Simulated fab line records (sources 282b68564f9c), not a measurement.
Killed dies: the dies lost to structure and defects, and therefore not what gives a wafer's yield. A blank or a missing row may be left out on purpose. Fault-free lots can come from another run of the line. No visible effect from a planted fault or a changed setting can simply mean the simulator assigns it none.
fab line records + flow rit_cmos
record
- lots=13
- wafers=39
- last_day=7
route steps=202 shown PWELL@42 NRETRO@63 GATE@85 M1@202
lots with no fault: from the same line, run without faults
start_h: the number of hours between the record's first day and the start of the first shown wafer of the lot + wait_h: how many hours have passed since the lot's step before this one + " as in the row above + L1.1+2: a single row standing in for several wafers + - no value, or no start given + * or withheld: withheld + < > ~ a bound
route shown NAME@n: a module of which the file shows steps, and the number in the route of the first + usual: average and standard deviation across the fault-free wafers + same: alike in all rows + chamber/n: place in a boat + sites: per-site readings + _std_site: their standard deviation + _edge_site: mean of outer sites minus mean of inner sites + radius_mm: how far each site lies from the wafer's centre + mask NAME#n: copy n + behind: tool/chamber where the wafer was last shaped + hold: cause of the lot's hold/its duration in hours/its outcome + device: transistor that didn't switch, given as n, p or np + end of line: the tests these same wafers got at the end of their route + a step with no rows: only its recipe + killed: the dies lost at the first sort to structure and to defects; this is not the yield of the wafer + map: per-die view of a wafer (x killed, . not killed, _ where there is no die)
set.NAME: the setting as run; set.NAME@STEP: as run at that earlier step + model.NAME: the simulator's own value behind a step, which no gauge read
a sample of lots followed through the steps of the route, with each step as a table and each wafer as a row
services: a tool's chamber out of use, with start hour (start_h, from the record's first day; less than 0 if before it), hours out, and reason
## steps
# step RIT_PWELL_EXPOSE_03
# recipe
- mask_id=M3
- na=0.57
- target_cd_nm=43700
- dose_mj=250
| lot.wafer  | tool             | chamber | start_h | wait_h | mask    |
|------------|------------------|---------|---------|--------|---------|
| L629.4+5+6 | iline_stepper-01 | 0       | 23.24   | 0.2    | M3#0    |
| L630.1+3+6 | iline_stepper-02 | 0       | 27.20   | 0.2    | M3#0    |
| L631.2+3+6 | iline_stepper-02 | 0       | 39.83   | 0.1    | M3#0    |
| L633.2+5+6 | iline_stepper-01 | 0       | 45.02   | 0.2    | M3#0    |
| L634.2+3+4 | iline_stepper-02 | 0       | 52.65   | 0.2    | M3#0    |
| L635.2+3+6 | iline_stepper-01 | 0       | 52.91   | 0.2    | M3#0    |
| L639.2+3+5 | iline_stepper-01 | 0       | 71.57   | 0.2    | M3_R1#0 |
| L640.1+2+6 | iline_stepper-01 | 0       | 81.51   | 0.1    | M3#0    |
| L648.1+2+4 | iline_stepper-02 | 0       | 117.36  | 0.1    | M3#0    |
| L649.1+3+6 | iline_stepper-01 | 0       | 123.88  | 0.2    | M3#0    |
| L650.2+4+5 | iline_stepper-01 | 0       | 128.77  | 0.1    | M3#0    |
| L651.2+4+6 | iline_stepper-02 | 0       | 133.09  | 0.2    | M3#0    |
| L652.1+4+6 | iline_stepper-01 | 0       | 138.80  | 0.2    | M3#0    |
# step RIT_NRETRO_TW_MEAS_10
# usual
- NRETRO_TW=1052/7.6
| lot.wafer | tool          | chamber | start_h | wait_h | NRETRO_TW |
|-----------|---------------|---------|---------|--------|-----------|
| L629.4    | film_metro-02 | -       | 32.03   | 0.1    | 1050      |
| L629.5    | "             | -       | "       | "      | 1050      |
| L629.6    | "             | -       | "       | "      | 1049      |
| L630.1    | film_metro-01 | -       | 35.86   | 0.2    | 1054      |
| L630.3    | "             | -       | "       | "      | 1049      |
| L630.6    | "             | -       | "       | "      | 1052      |
| L631.2    | film_metro-01 | -       | 48.71   | 0.1    | 1049      |
| L631.3    | "             | -       | "       | "      | 1051      |
| L631.6    | "             | -       | "       | "      | 1055      |
| L633.2    | film_metro-02 | -       | 54.38   | 0.1    | 1041      |
| L633.5    | "             | -       | "       | "      | 1048      |
| L633.6    | "             | -       | "       | "      | 1048      |
| L634.2    | film_metro-02 | -       | 60.64   | 0.1    | 1050      |
| L634.3    | "             | -       | "       | "      | 1051      |
| L634.4    | "             | -       | "       | "      | 1045      |
| L635.2    | film_metro-04 | -       | 60.91   | 0.1    | 1059      |
| L635.3    | "             | -       | "       | "      | 1058      |
| L635.6    | "             | -       | "       | "      | 1056      |
| L639.2    | film_metro-04 | -       | 80.05   | 0.1    | 1069      |
| L639.3    | "             | -       | "       | "      | 1055      |
| L639.5    | "             | -       | "       | "      | 1059      |
| L640.1    | film_metro-01 | -       | 90.85   | 0.1    | 1050      |
| L640.2    | "             | -       | "       | "      | 1051      |
| L640.6    | "             | -       | "       | "      | 1048      |
| L648.1    | film_metro-04 | -       | 125.98  | 0.1    | 1065      |
| L648.2    | "             | -       | "       | "      | 1055      |
| L648.4    | "             | -       | "       | "      | 1055      |
| L649.1    | film_metro-01 | -       | 131.80  | 0.1    | 1039      |
| L649.3    | "             | -       | "       | "      | 1044      |
| L649.6    | "             | -       | "       | "      | 1050      |
| L650.2    | film_metro-01 | -       | 136.80  | 0.1    | 1042      |
| L650.4    | "             | -       | "       | "      | 1046      |
| L650.5    | "             | -       | "       | "      | 1046      |
| L651.2    | film_metro-04 | -       | 145.34  | 0.1    | 1061      |
| L651.4    | "             | -       | "       | "      | 1056      |
| L651.6    | "             | -       | "       | "      | 1060      |
| L652.1    | film_metro-02 | -       | 146.76  | 0.1    | 1052      |
| L652.4    | "             | -       | "       | "      | 1051      |
| L652.6    | "             | -       | "       | "      | 1048      |
# step RIT_GATE_THK_MEAS_09
# recipe
- reads=poly-Si_of_GATE_CVD_08
# usual
- GATE_POLY_THK=250.4/2.4
| lot.wafer | tool          | chamber | start_h | wait_h | GATE_POLY_THK[nm] |
|-----------|---------------|---------|---------|--------|-------------------|
| L629.4    | film_metro-01 | -       | 41.53   | 0.0    | 254.0             |
| L629.5    | "             | -       | "       | "      | 254.3             |
| L629.6    | "             | -       | "       | "      | 253.2             |
| L630.1    | film_metro-01 | -       | 43.98   | 0.0    | 253.5             |
| L630.3    | "             | -       | "       | "      | 253.6             |
| L630.6    | "             | -       | "       | "      | 253.5             |
| L631.2    | film_metro-03 | -       | 55.16   | 0.0    | 250.3             |
| L631.3    | "             | -       | "       | "      | 251.6             |
| L631.6    | "             | -       | "       | "      | 250.3             |
| L633.2    | film_metro-03 | -       | 60.38   | 0.0    | 252.0             |
| L633.5    | "             | -       | "       | "      | 253.2             |
| L633.6    | "             | -       | "       | "      | 249.7             |
| L634.2    | film_metro-01 | -       | 68.09   | 0.0    | 250.9             |
| L634.3    | "             | -       | "       | "      | 250.4             |
| L634.4    | "             | -       | "       | "      | 252.4             |
| L635.2    | film_metro-02 | -       | 68.09   | 0.0    | 249.6             |
| L635.3    | "             | -       | "       | "      | 248.7             |
| L635.6    | "             | -       | "       | "      | 247.1             |
| L639.2    | film_metro-01 | -       | 85.61   | 0.0    | 251.9             |
| L639.3    | "             | -       | "       | "      | 250.4             |
| L639.5    | "             | -       | "       | "      | 252.5             |
| L640.1    | film_metro-02 | -       | 96.38   | 0.0    | 244.2             |
| L640.2    | "             | -       | "       | "      | 244.9             |
| L640.6    | "             | -       | "       | "      | 244.1             |
| L648.1    | film_metro-02 | -       | 131.43  | 0.0    | 247.5             |
| L648.2    | "             | -       | "       | "      | 248.6             |
| L648.4    | "             | -       | "       | "      | 247.3             |
| L649.1    | film_metro-03 | -       | 137.04  | 0.0    | 250.5             |
| L649.3    | "             | -       | "       | "      | 251.7             |
| L649.6    | "             | -       | "       | "      | 252.2             |
| L650.2    | film_metro-03 | -       | 142.05  | 0.0    | 252.0             |
| L650.4    | "             | -       | "       | "      | 252.2             |
| L650.5    | "             | -       | "       | "      | 251.8             |
| L651.2    | film_metro-03 | -       | 150.49  | 0.0    | 249.9             |
| L651.4    | "             | -       | "       | "      | 250.1             |
| L651.6    | "             | -       | "       | "      | 250.1             |
| L652.1    | film_metro-03 | -       | 151.88  | 0.0    | 250.3             |
| L652.4    | "             | -       | "       | "      | 249.0             |
| L652.6    | "             | -       | "       | "      | 250.4             |
# step RIT_GATE_OVL_MEAS_17
# usual
- GATE_OVL=0.1/1.3
| lot.wafer | tool       | chamber | start_h | wait_h | GATE_OVL[nm] |
|-----------|------------|---------|---------|--------|--------------|
| L629.4    | overlay-01 | -       | 42.76   | 0.1    | -0.1         |
| L629.5    | "          | -       | "       | "      | -2.0         |
| L629.6    | "          | -       | "       | "      | -1.7         |
| L630.1    | overlay-02 | -       | 45.13   | 0.1    | 2.1          |
| L630.3    | "          | -       | "       | "      | 1.8          |
| L630.6    | "          | -       | "       | "      | 2.1          |
| L631.2    | overlay-01 | -       | 56.31   | 0.1    | -0.3         |
| L631.3    | "          | -       | "       | "      | -1.9         |
| L631.6    | "          | -       | "       | "      | -0.3         |
| L633.2    | overlay-01 | -       | 61.50   | 0.1    | 1.2          |
| L633.5    | "          | -       | "       | "      | 1.4          |
| L633.6    | "          | -       | "       | "      | 0.0          |
| L635.2    | overlay-02 | -       | 69.24   | 0.1    | -0.4         |
| L635.3    | "          | -       | "       | "      | -0.1         |
| L635.6    | "          | -       | "       | "      | 0.6          |
| L634.2    | overlay-01 | -       | 69.53   | 0.1    | -1.3         |
| L634.3    | "          | -       | "       | "      | 0.8          |
| L634.4    | "          | -       | "       | "      | -0.7         |
| L639.2    | overlay-02 | -       | 86.76   | 0.1    | 1.7          |
| L639.3    | "          | -       | "       | "      | 2.3          |
| L639.5    | "          | -       | "       | "      | 0.1          |
| L640.1    | overlay-02 | -       | 97.41   | 0.1    | 0.4          |
| L640.2    | "          | -       | "       | "      | 0.3          |
| L640.6    | "          | -       | "       | "      | -0.1         |
| L648.1    | overlay-02 | -       | 132.46  | 0.1    | 3.0          |
| L648.2    | "          | -       | "       | "      | 2.9          |
| L648.4    | "          | -       | "       | "      | 2.8          |
| L649.1    | overlay-01 | -       | 138.07  | 0.1    | 0.4          |
| L649.3    | "          | -       | "       | "      | 0.9          |
| L649.6    | "          | -       | "       | "      | 0.0          |
| L650.2    | overlay-02 | -       | 143.25  | 0.1    | -0.8         |
| L650.4    | "          | -       | "       | "      | -0.2         |
| L650.5    | "          | -       | "       | "      | -0.8         |
| L651.2    | overlay-01 | -       | 151.51  | 0.1    | -0.4         |
| L651.4    | "          | -       | "       | "      | 2.0          |
| L651.6    | "          | -       | "       | "      | 1.5          |
| L652.1    | overlay-02 | -       | 153.06  | 0.1    | -0.5         |
| L652.4    | "          | -       | "       | "      | -1.1         |
| L652.6    | "          | -       | "       | "      | -1.3         |
# step RIT_M1_PROBE_99
# usual
- killed_at_contacts=0.1/0.25
- killed_at_front_end=8/3.3
- killed_dies=8/3.3
- killed_open=3.9/2.1
- killed_short=3.8/2.2
# same
- gross_dies=264
- killed_at_M0_to_M3=0
- killed_at_M4_up=0
- killed_at_back_side=0
- killed_at_other=0
| lot.wafer | tool      | chamber | start_h | wait_h | killed_at_contacts | killed_at_front_end | killed_dies | killed_open | killed_short |
|-----------|-----------|---------|---------|--------|--------------------|---------------------|-------------|-------------|--------------|
| L629.4    | prober-01 | -       | 63.67   | 0.2    | 0                  | 9                   | 9           | 2           | 7            |
| L629.5    | prober-01 | -       | 63.72   | 0.2    | 0                  | 8                   | 8           | 6           | 2            |
| L629.6    | prober-01 | -       | 63.77   | 0.2    | 0                  | 9                   | 9           | 7           | 2            |
| L630.1    | prober-02 | -       | 68.39   | 0.1    | 0                  | 14                  | 14          | 7           | 7            |
| L630.3    | prober-02 | -       | 68.49   | 0.2    | 0                  | 9                   | 9           | 3           | 6            |
| L630.6    | prober-02 | -       | 68.64   | 0.2    | 0                  | 3                   | 3           | 0           | 3            |
| L631.2    | prober-02 | -       | 79.51   | 0.1    | 0                  | 6                   | 6           | 5           | 1            |
| L631.3    | prober-02 | -       | 79.56   | 0.2    | 0                  | 8                   | 8           | 4           | 4            |
| L631.6    | prober-02 | -       | 79.71   | 0.2    | 0                  | 9                   | 9           | 4           | 5            |
| L633.2    | prober-02 | -       | 81.73   | 0.1    | 0                  | 9                   | 9           | 5           | 4            |
| L633.5    | prober-02 | -       | 81.88   | 0.2    | 0                  | 13                  | 13          | 7           | 6            |
| L633.6    | prober-02 | -       | 81.93   | 0.2    | 0                  | 17                  | 17          | 7           | 10           |
| L635.2    | prober-01 | -       | 91.97   | 0.1    | 0                  | 14                  | 14          | 5           | 9            |
| L635.3    | prober-01 | -       | 92.02   | 0.2    | 0                  | 14                  | 14          | 7           | 7            |
| L635.6    | prober-01 | -       | 92.17   | 0.2    | 1                  | 10                  | 11          | 7           | 4            |
| L634.2    | prober-02 | -       | 92.59   | 0.1    | 0                  | 3                   | 3           | 2           | 1            |
| L634.3    | prober-02 | -       | 92.64   | 0.2    | 0                  | 9                   | 9           | 7           | 2            |
| L634.4    | prober-02 | -       | 92.69   | 0.2    | 0                  | 5                   | 5           | 2           | 3            |
| L639.2    | prober-02 | -       | 107.85  | 0.1    | 0                  | 8                   | 8           | 4           | 4            |
| L639.3    | prober-02 | -       | 107.90  | 0.2    | 0                  | 4                   | 4           | 3           | 1            |
| L639.5    | prober-02 | -       | 108.00  | 0.2    | 0                  | 5                   | 5           | 2           | 3            |
| L640.1    | prober-01 | -       | 118.67  | 0.1    | 0                  | 9                   | 9           | 6           | 3            |
| L640.2    | prober-01 | -       | 118.72  | 0.1    | 0                  | 8                   | 8           | 2           | 6            |
| L640.6    | prober-01 | -       | 118.92  | 0.2    | 0                  | 12                  | 12          | 4           | 8            |
| L648.1    | prober-01 | -       | 155.37  | 0.1    | 0                  | 3                   | 3           | 1           | 2            |
| L648.2    | prober-01 | -       | 155.42  | 0.1    | 0                  | 4                   | 4           | 1           | 3            |
| L648.4    | prober-01 | -       | 155.52  | 0.2    | 0                  | 8                   | 8           | 4           | 4            |
| L649.1    | prober-02 | -       | 158.80  | 0.1    | 0                  | 6                   | 6           | 6           | 0            |
| L649.3    | prober-02 | -       | 158.90  | 0.2    | 0                  | 13                  | 13          | 4           | 9            |
| L649.6    | prober-02 | -       | 159.05  | 0.2    | 0                  | 3                   | 3           | 3           | 0            |
| L650.2    | prober-01 | -       | 163.74  | 0.1    | 0                  | 4                   | 4           | 1           | 3            |
| L650.4    | prober-01 | -       | 163.84  | 0.2    | 0                  | 10                  | 10          | 4           | 6            |
| L650.5    | prober-01 | -       | 163.89  | 0.2    | 0                  | 8                   | 8           | 5           | 3            |
| L651.2    | prober-02 | -       | 173.79  | 0.1    | 0                  | 10                  | 10          | 3           | 6            |
| L651.4    | prober-02 | -       | 173.89  | 0.2    | 0                  | 11                  | 11          | 5           | 6            |
| L651.6    | prober-02 | -       | 173.99  | 0.2    | 0                  | 10                  | 10          | 4           | 6            |
| L652.1    | prober-01 | -       | 175.24  | 0.1    | 0                  | 1                   | 1           | 1           | 0            |
| L652.4    | prober-01 | -       | 175.39  | 0.2    | 0                  | 7                   | 7           | 5           | 2            |
| L652.6    | prober-01 | -       | 175.49  | 0.2    | 0                  | 7                   | 7           | 4           | 2            |
# killed by level:class
L629.4 SILICIDE:geometric_particle:short=3 REOX:geometric_particle:short=2 FOX2:geometric_particle:short=1 GATE:geometric_particle:open=1 GATE:geometric_particle:short=1 SPACER:geometric_particle:open=1
L629.5 GATE:geometric_particle:open=3 SPACER:geometric_particle:short=2 REOX:geometric_particle:open=1 SPACER:geometric_particle:open=1 SILICIDE:geometric_particle:open=1
L629.6 SILICIDE:geometric_particle:open=3 FOX1:geometric_particle:open=2 REOX:geometric_particle:open=1 REOX:geometric_particle:short=1 SPACER:geometric_particle:open=1 SILICIDE:geometric_particle:short=1
L630.1 GATE:geometric_particle:open=4 GATE:geometric_particle:short=3 FOX2:geometric_particle:open=2 FOX1:geometric_particle:short=1 FOX2:geometric_particle:short=1 REOX:geometric_particle:short=1 REOX:geometric_particle:open=1 SILICIDE:geometric_particle:short=1
L630.3 FOX2:geometric_particle:short=2 GATE:geometric_particle:open=2 FOX1:geometric_particle:short=1 GATE:geometric_particle:short=1 SPACER:geometric_particle:short=1 SILICIDE:geometric_particle:short=1 SILICIDE:geometric_particle:open=1
L630.6 GATE:geometric_particle:short=3
L631.2 GATE:geometric_particle:open=2 SILICIDE:geometric_particle:open=2 FOX1:geometric_particle:open=1 GATE:geometric_particle:short=1
L631.3 FOX1:geometric_particle:short=2 GATE:geometric_particle:short=2 FOX1:geometric_particle:open=1 FOX2:geometric_particle:open=1 GATE:geometric_particle:open=1 REOX:geometric_particle:open=1
L631.6 GATE:geometric_particle:short=3 GATE:geometric_particle:open=2 SILICIDE:geometric_particle:open=2 FOX1:geometric_particle:short=1 REOX:geometric_particle:short=1
L633.2 GATE:geometric_particle:open=3 GATE:geometric_particle:short=2 FOX2:geometric_particle:short=1 FOX2:geometric_particle:open=1 SPACER:geometric_particle:short=1 SILICIDE:geometric_particle:open=1
L633.5 GATE:geometric_particle:short=4 GATE:geometric_particle:open=3 SPACER:geometric_particle:open=3 FOX1:geometric_particle:open=1 FOX1:geometric_particle:short=1 SILICIDE:geometric_particle:short=1
L633.6 GATE:geometric_particle:short=5 FOX1:geometric_particle:short=3 GATE:geometric_particle:open=3 SPACER:geometric_particle:open=3 SILICIDE:geometric_particle:short=2 SILICIDE:geometric_particle:open=1
L635.2 GATE:geometric_particle:short=5 GATE:geometric_particle:open=3 FOX1:geometric_particle:short=2 REOX:geometric_particle:open=2 REOX:geometric_particle:short=1 SPACER:geometric_particle:short=1
L635.3 GATE:geometric_particle:open=3 REOX:geometric_particle:open=3 FOX1:geometric_particle:short=2 REOX:geometric_particle:short=2 ACTIVE:geometric_particle:short=1 FOX1:geometric_particle:open=1 GATE:geometric_particle:short=1 SILICIDE:geometric_particle:short=1
L635.6 SILICIDE:geometric_particle:open=3 FOX1:geometric_particle:short=2 FOX1:geometric_particle:open=2 GATE:geometric_particle:open=2 REOX:geometric_particle:short=1 CONTACT:geometric_particle:short=1
L634.2 FOX1:geometric_particle:open=1 REOX:geometric_particle:short=1 SPACER:geometric_particle:open=1
L634.3 GATE:geometric_particle:open=5 SILICIDE:geometric_particle:short=2 SILICIDE:geometric_particle:open=2
L634.4 SPACER:geometric_particle:short=2 GATE:geometric_particle:short=1 GATE:geometric_particle:open=1 SILICIDE:geometric_particle:open=1
L639.2 FOX1:geometric_particle:open=2 SILICIDE:geometric_particle:short=2 FOX1:geometric_particle:short=1 REOX:geometric_particle:short=1 REOX:geometric_particle:open=1 SILICIDE:geometric_particle:open=1
L639.3 GATE:geometric_particle:open=2 FOX1:geometric_particle:short=1 SILICIDE:geometric_particle:open=1
L639.5 FOX1:geometric_particle:short=2 FOX1:geometric_particle:open=1 GATE:geometric_particle:short=1 SILICIDE:geometric_particle:open=1
L640.1 FOX2:geometric_particle:short=2 GATE:geometric_particle:open=2 SPACER:geometric_particle:open=2 SILICIDE:geometric_particle:open=2 GATE:geometric_particle:short=1
L640.2 SILICIDE:geometric_particle:short=3 GATE:geometric_particle:short=2 FOX2:geometric_particle:short=1 GATE:geometric_particle:open=1 SILICIDE:geometric_particle:open=1
L640.6 GATE:geometric_particle:short=5 SPACER:geometric_particle:open=4 REOX:geometric_particle:short=1 SPACER:geometric_particle:short=1 SILICIDE:geometric_particle:short=1
L648.1 GATE:geometric_particle:open=1 SPACER:geometric_particle:short=1 SILICIDE:geometric_particle:short=1
L648.2 GATE:geometric_particle:short=2 GATE:geometric_particle:open=1 SILICIDE:geometric_particle:short=1
L648.4 GATE:geometric_particle:short=2 FOX1:geometric_particle:open=1 FOX1:geometric_particle:short=1 FOX2:geometric_particle:open=1 GATE:geometric_particle:open=1 SPACER:geometric_particle:short=1 SILICIDE:geometric_particle:open=1
L649.1 GATE:geometric_particle:open=4 REOX:geometric_particle:open=1 SPACER:geometric_particle:open=1
L649.3 GATE:geometric_particle:short=5 GATE:geometric_particle:open=2 SILICIDE:geometric_particle:short=2 FOX1:geometric_particle:short=1 FOX2:geometric_particle:open=1 SPACER:geometric_particle:short=1 SILICIDE:geometric_particle:open=1
L649.6 GATE:geometric_particle:open=2 REOX:geometric_particle:open=1
L650.2 GATE:geometric_particle:short=2 GATE:geometric_particle:open=1 SILICIDE:geometric_particle:short=1
L650.4 SILICIDE:geometric_particle:short=4 GATE:geometric_particle:open=2 REOX:geometric_particle:open=2 FOX2:geometric_particle:short=1 GATE:geometric_particle:short=1
L650.5 SILICIDE:geometric_particle:open=2 FOX2:geometric_particle:open=1 FOX2:geometric_particle:short=1 GATE:geometric_particle:open=1 GATE:geometric_particle:short=1 REOX:geometric_particle:open=1 SILICIDE:geometric_particle:short=1
L651.2 GATE:geometric_particle:short=4 REOX:geometric_particle:short=2 GATE:geometric_particle:open=1 REOX:geometric_particle:open=1 SPACER:geometric_particle:open=1 PWELL:coat_microbubble_printed=1
L651.4 GATE:geometric_particle:short=3 FOX1:geometric_particle:open=2 FOX2:geometric_particle:short=2 FOX1:geometric_particle:short=1 FOX2:geometric_particle:open=1 GATE:geometric_particle:open=1 SILICIDE:geometric_particle:open=1
L651.6 GATE:geometric_particle:short=2 GATE:geometric_particle:open=2 SILICIDE:geometric_particle:short=2 FOX1:geometric_particle:open=1 FOX2:geometric_particle:short=1 SPACER:geometric_particle:short=1 SILICIDE:geometric_particle:open=1
L652.1 GATE:geometric_particle:open=1
L652.4 GATE:geometric_particle:open=3 FOX1:geometric_particle:open=1 FOX2:geometric_particle:short=1 GATE:geometric_particle:short=1 REOX:geometric_particle:open=1
L652.6 FOX1:geometric_particle:short=2 FOX1:geometric_particle:open=2 GATE:geometric_particle:open=2 GATE:coat_microbubble_printed=1
## services
| tool             | chamber | start_h | hours | kind        |
|------------------|---------|---------|-------|-------------|
| iline_stepper-01 | -       | 11.16   | 5.0   | repair      |
| iline_stepper-01 | -       | 24.98   | 1.7   | pm          |
| iline_stepper-01 | 0       | 82.56   | -     | calibration |
| iline_stepper-02 | -       | 124.47  | 1.7   | pm          |
## key
first_sign
- step=RIT_PWELL_EXPOSE_03
- reading=mask
- direction=changed
effect none on later readings
met_at RIT_PWELL_EXPOSE_03
struck_lots L639
tester_left_out L639
not_acting_at RIT_NRETRO_TW_MEAS_10,RIT_GATE_THK_MEAS_09,RIT_GATE_OVL_MEAS_17
onset_between 52.91 71.57
fault
- kind=wrong_mask
- tool=any
- chamber=-
- onset_h=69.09
- steps=RIT_PWELL_EXPOSE_03
- aux_copy=M3_R1#0
- cd_offset_nm=150
- scope=struck_lots_only
# tester_left_out: of these lots the tester's yield and bins aren't shown, on N5 and GAA mostly nor the transistor test; their killed dies are dies lost to structure and defects alone, not to doping, threshold or leakage, so they don't give the yield
